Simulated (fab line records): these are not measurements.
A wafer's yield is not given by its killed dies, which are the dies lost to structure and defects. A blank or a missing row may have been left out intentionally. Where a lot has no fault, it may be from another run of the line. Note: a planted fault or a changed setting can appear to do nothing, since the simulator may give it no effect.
fab line records / flow berkeley_cmos170
[record] lots = 14 wafers = 42 last_day = 12
route steps=331 shown NLDD@161
lots that met no fault: taken from a fault-free run of the same line
start_h: start of the lot's first displayed wafer, in hours after the record's first day / wait_h: how many hours have passed since the lot's step before this one / " same as the row above / L1.1+2: one row covering several wafers at once / - no value, or no start was given / * or withheld: withheld / < > ~ a bound
route shown NAME@n: NAME is a module with steps in the file, n the number in the route of the first one / usual: mean/standard deviation taken from wafers without a fault / same: alike in all rows / chamber/n: place in a boat / sites: each site's reading / _std_site: standard deviation of those values / _edge_site: inner sites' mean taken away from outer sites' mean / radius_mm: for every site, how far away it sits from the centre of the wafer / mask NAME#n: copy n / behind: the tool/chamber that last shaped the wafer / hold: what put the lot on hold/how long, in hours/how the hold closed / device: which transistor (n, p or np) failed to switch / end of line: at the end of the route, the tests of the same wafers / for a step that has no rows: nothing shown but its recipe / killed: at the first sort, the dies lost to defects and structure; wafer yield is something else / map: per-die view of a wafer (x killed, . not killed, _ where there is no die)
set.NAME: the setting the step ran with; set.NAME@STEP: the setting that earlier step ran with / model.NAME: the simulator's own value behind a step, which no gauge read
the route's steps for a sample of lots (tables are steps, rows are wafers)
services: from which hour (start_h, from the record's first day; less than 0 if before it) a tool's chamber was out of use, for how many hours, and why
[[steps]]
[step UCB170_NLDD_EXPOSE_03]
[recipe] mask_id = NSELECT na = 0.5 sigma_outer = 0.6 source_shape = conventional target_cd_nm = 1200 dose_mj = 30
[usual] exposure_dose_mJ_cm2 = 29.976/0.029 focus_offset_nm = 0.1/0.55
lot.wafer=L639.2 tool=krf_scanner-02 chamber=0 start_h=113.54 wait_h=0.1 mask=NSELECT#0 exposure_dose_mJ_cm2=29.976 focus_offset_nm=1.4
lot.wafer=L639.3 tool=krf_scanner-02 chamber=0 start_h=113.54 wait_h=0.1 mask=NSELECT#0 exposure_dose_mJ_cm2=29.980 focus_offset_nm=0.6
lot.wafer=L639.6 tool=krf_scanner-02 chamber=0 start_h=113.54 wait_h=0.1 mask=NSELECT#0 exposure_dose_mJ_cm2=30.012 focus_offset_nm=0.1
lot.wafer=L638.1 tool=krf_scanner-01 chamber=0 start_h=114.37 wait_h=0.2 mask=NSELECT#0 exposure_dose_mJ_cm2=29.967 focus_offset_nm=0.0
lot.wafer=L638.2 tool=krf_scanner-01 chamber=0 start_h=114.37 wait_h=0.2 mask=NSELECT#0 exposure_dose_mJ_cm2=30.012 focus_offset_nm=1.2
lot.wafer=L638.5 tool=krf_scanner-01 chamber=0 start_h=114.37 wait_h=0.2 mask=NSELECT#0 exposure_dose_mJ_cm2=29.960 focus_offset_nm=0.4
lot.wafer=L641.4 tool=krf_scanner-02 chamber=0 start_h=128.34 wait_h=0.2 mask=NSELECT#0 exposure_dose_mJ_cm2=30.038 focus_offset_nm=-0.3
lot.wafer=L641.5 tool=krf_scanner-02 chamber=0 start_h=128.34 wait_h=0.2 mask=NSELECT#0 exposure_dose_mJ_cm2=29.965 focus_offset_nm=0.8
lot.wafer=L641.6 tool=krf_scanner-02 chamber=0 start_h=128.34 wait_h=0.2 mask=NSELECT#0 exposure_dose_mJ_cm2=29.945 focus_offset_nm=0.1
lot.wafer=L643.1 tool=krf_scanner-01 chamber=0 start_h=143.08 wait_h=0.2 mask=NSELECT#0 exposure_dose_mJ_cm2=29.955 focus_offset_nm=-0.4
lot.wafer=L643.2 tool=krf_scanner-01 chamber=0 start_h=143.08 wait_h=0.2 mask=NSELECT#0 exposure_dose_mJ_cm2=29.985 focus_offset_nm=0.0
lot.wafer=L643.5 tool=krf_scanner-01 chamber=0 start_h=143.08 wait_h=0.2 mask=NSELECT#0 exposure_dose_mJ_cm2=29.931 focus_offset_nm=0.6
lot.wafer=L647.1 tool=krf_scanner-01 chamber=0 start_h=152.98 wait_h=0.1 mask=NSELECT#0 exposure_dose_mJ_cm2=29.957 focus_offset_nm=0.2
lot.wafer=L647.4 tool=krf_scanner-01 chamber=0 start_h=152.98 wait_h=0.1 mask=NSELECT#0 exposure_dose_mJ_cm2=29.982 focus_offset_nm=0.7
lot.wafer=L647.5 tool=krf_scanner-01 chamber=0 start_h=152.98 wait_h=0.1 mask=NSELECT#0 exposure_dose_mJ_cm2=29.985 focus_offset_nm=-0.5
lot.wafer=L644.1 tool=krf_scanner-01 chamber=0 start_h=153.89 wait_h=0.1 mask=NSELECT#0 exposure_dose_mJ_cm2=29.932 focus_offset_nm=-0.2
lot.wafer=L644.2 tool=krf_scanner-01 chamber=0 start_h=153.89 wait_h=0.1 mask=NSELECT#0 exposure_dose_mJ_cm2=29.985 focus_offset_nm=0.3
lot.wafer=L644.6 tool=krf_scanner-01 chamber=0 start_h=153.89 wait_h=0.1 mask=NSELECT#0 exposure_dose_mJ_cm2=30.010 focus_offset_nm=0.2
lot.wafer=L648.1 tool=krf_scanner-01 chamber=0 start_h=160.79 wait_h=0.1 mask=NSELECT#0 exposure_dose_mJ_cm2=29.958 focus_offset_nm=-0.2
lot.wafer=L648.2 tool=krf_scanner-01 chamber=0 start_h=160.79 wait_h=0.1 mask=NSELECT#0 exposure_dose_mJ_cm2=29.937 focus_offset_nm=0.6
lot.wafer=L648.5 tool=krf_scanner-01 chamber=0 start_h=160.79 wait_h=0.1 mask=NSELECT#0 exposure_dose_mJ_cm2=29.929 focus_offset_nm=0.5
lot.wafer=L645.3 tool=krf_scanner-01 chamber=- start_h=161.76 wait_h=0.1 mask=NSELECT#0 exposure_dose_mJ_cm2=- focus_offset_nm=-
lot.wafer=L645.4 tool=krf_scanner-01 chamber=- start_h=161.76 wait_h=0.1 mask=NSELECT#0 exposure_dose_mJ_cm2=- focus_offset_nm=-
lot.wafer=L645.5 tool=krf_scanner-01 chamber=- start_h=161.76 wait_h=0.1 mask=NSELECT#0 exposure_dose_mJ_cm2=- focus_offset_nm=-
lot.wafer=L649.1 tool=krf_scanner-01 chamber=- start_h=162.17 wait_h=0.1 mask=NSELECT#0 exposure_dose_mJ_cm2=- focus_offset_nm=-
lot.wafer=L649.2 tool=krf_scanner-01 chamber=- start_h=162.17 wait_h=0.1 mask=NSELECT#0 exposure_dose_mJ_cm2=- focus_offset_nm=-
lot.wafer=L649.5 tool=krf_scanner-01 chamber=- start_h=162.17 wait_h=0.1 mask=NSELECT#0 exposure_dose_mJ_cm2=- focus_offset_nm=-
lot.wafer=L650.1 tool=krf_scanner-02 chamber=0 start_h=174.63 wait_h=0.2 mask=NSELECT#0 exposure_dose_mJ_cm2=29.950 focus_offset_nm=-0.2
lot.wafer=L650.4 tool=krf_scanner-02 chamber=0 start_h=174.63 wait_h=0.2 mask=NSELECT#0 exposure_dose_mJ_cm2=29.959 focus_offset_nm=0.6
lot.wafer=L650.5 tool=krf_scanner-02 chamber=0 start_h=174.63 wait_h=0.2 mask=NSELECT#0 exposure_dose_mJ_cm2=29.973 focus_offset_nm=0.4
lot.wafer=L651.2 tool=krf_scanner-01 chamber=0 start_h=183.26 wait_h=0.2 mask=NSELECT#0 exposure_dose_mJ_cm2=29.997 focus_offset_nm=-0.6
lot.wafer=L651.5 tool=krf_scanner-01 chamber=0 start_h=183.26 wait_h=0.2 mask=NSELECT#0 exposure_dose_mJ_cm2=30.012 focus_offset_nm=0.2
lot.wafer=L651.6 tool=krf_scanner-01 chamber=0 start_h=183.26 wait_h=0.2 mask=NSELECT#0 exposure_dose_mJ_cm2=29.990 focus_offset_nm=0.1
lot.wafer=L659.2 tool=krf_scanner-01 chamber=0 start_h=221.73 wait_h=0.2 mask=NSELECT#0 exposure_dose_mJ_cm2=30.024 focus_offset_nm=0.7
lot.wafer=L659.4 tool=krf_scanner-01 chamber=0 start_h=221.73 wait_h=0.2 mask=NSELECT#0 exposure_dose_mJ_cm2=29.988 focus_offset_nm=-0.6
lot.wafer=L659.5 tool=krf_scanner-01 chamber=0 start_h=221.73 wait_h=0.2 mask=NSELECT#0 exposure_dose_mJ_cm2=29.943 focus_offset_nm=0.8
lot.wafer=L658.1 tool=krf_scanner-02 chamber=0 start_h=222.10 wait_h=0.2 mask=NSELECT#0 exposure_dose_mJ_cm2=30.027 focus_offset_nm=0.7
lot.wafer=L658.2 tool=krf_scanner-02 chamber=0 start_h=222.10 wait_h=0.2 mask=NSELECT#0 exposure_dose_mJ_cm2=30.041 focus_offset_nm=0.6
lot.wafer=L658.6 tool=krf_scanner-02 chamber=0 start_h=222.10 wait_h=0.2 mask=NSELECT#0 exposure_dose_mJ_cm2=29.998 focus_offset_nm=0.3
lot.wafer=L660.2 tool=krf_scanner-01 chamber=0 start_h=236.31 wait_h=0.2 mask=NSELECT#0 exposure_dose_mJ_cm2=29.983 focus_offset_nm=1.1
lot.wafer=L660.4 tool=krf_scanner-01 chamber=0 start_h=236.31 wait_h=0.2 mask=NSELECT#0 exposure_dose_mJ_cm2=29.962 focus_offset_nm=1.1
lot.wafer=L660.6 tool=krf_scanner-01 chamber=0 start_h=236.31 wait_h=0.2 mask=NSELECT#0 exposure_dose_mJ_cm2=29.980 focus_offset_nm=1.9
[[services]]
tool=krf_scanner-02 chamber=0 start_h=107.88 hours=- kind=calibration
tool=krf_scanner-01 chamber=- start_h=109.32 hours=1.5 kind=repair
tool=krf_scanner-02 chamber=- start_h=136.54 hours=1.0 kind=pm
tool=krf_scanner-02 chamber=- start_h=141.93 hours=2.0 kind=repair
tool=krf_scanner-01 chamber=- start_h=143.96 hours=1.0 kind=pm
tool=krf_scanner-02 chamber=- start_h=146.06 hours=1.3 kind=pm
tool=krf_scanner-02 chamber=- start_h=165.01 hours=2.8 kind=repair
tool=krf_scanner-01 chamber=- start_h=209.86 hours=1.3 kind=pm
tool=krf_scanner-02 chamber=- start_h=227.61 hours=0.8 kind=pm
[[key]]
[first_sign] step = UCB170_NLDD_EXPOSE_03 reading = tool_record direction = missing
effect none on later readings
met_at UCB170_NLDD_EXPOSE_03
struck_lots L645,L649
sort_left_out L645.3,L645.4,L645.5,L649.1,L649.2,L649.5
tester_left_out L645,L649
onset_between 160.79 161.76
[fault] kind = skipped_step_whole tool = krf_scanner-01 chamber = - onset_h = 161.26 steps = UCB170_NLDD_EXPOSE_03 scope = struck_lots_only
// tester_left_out: of these lots the tester's yield and bins aren't shown, on N5 and GAA mostly nor the transistor test; their killed dies are dies lost to structure and defects alone, not to doping, threshold or leakage, so they don't give the yield
// sort_left_out: the simulated sort isn't trusted on such a fault, so these wafers' sort isn't shown, and their yield isn't known
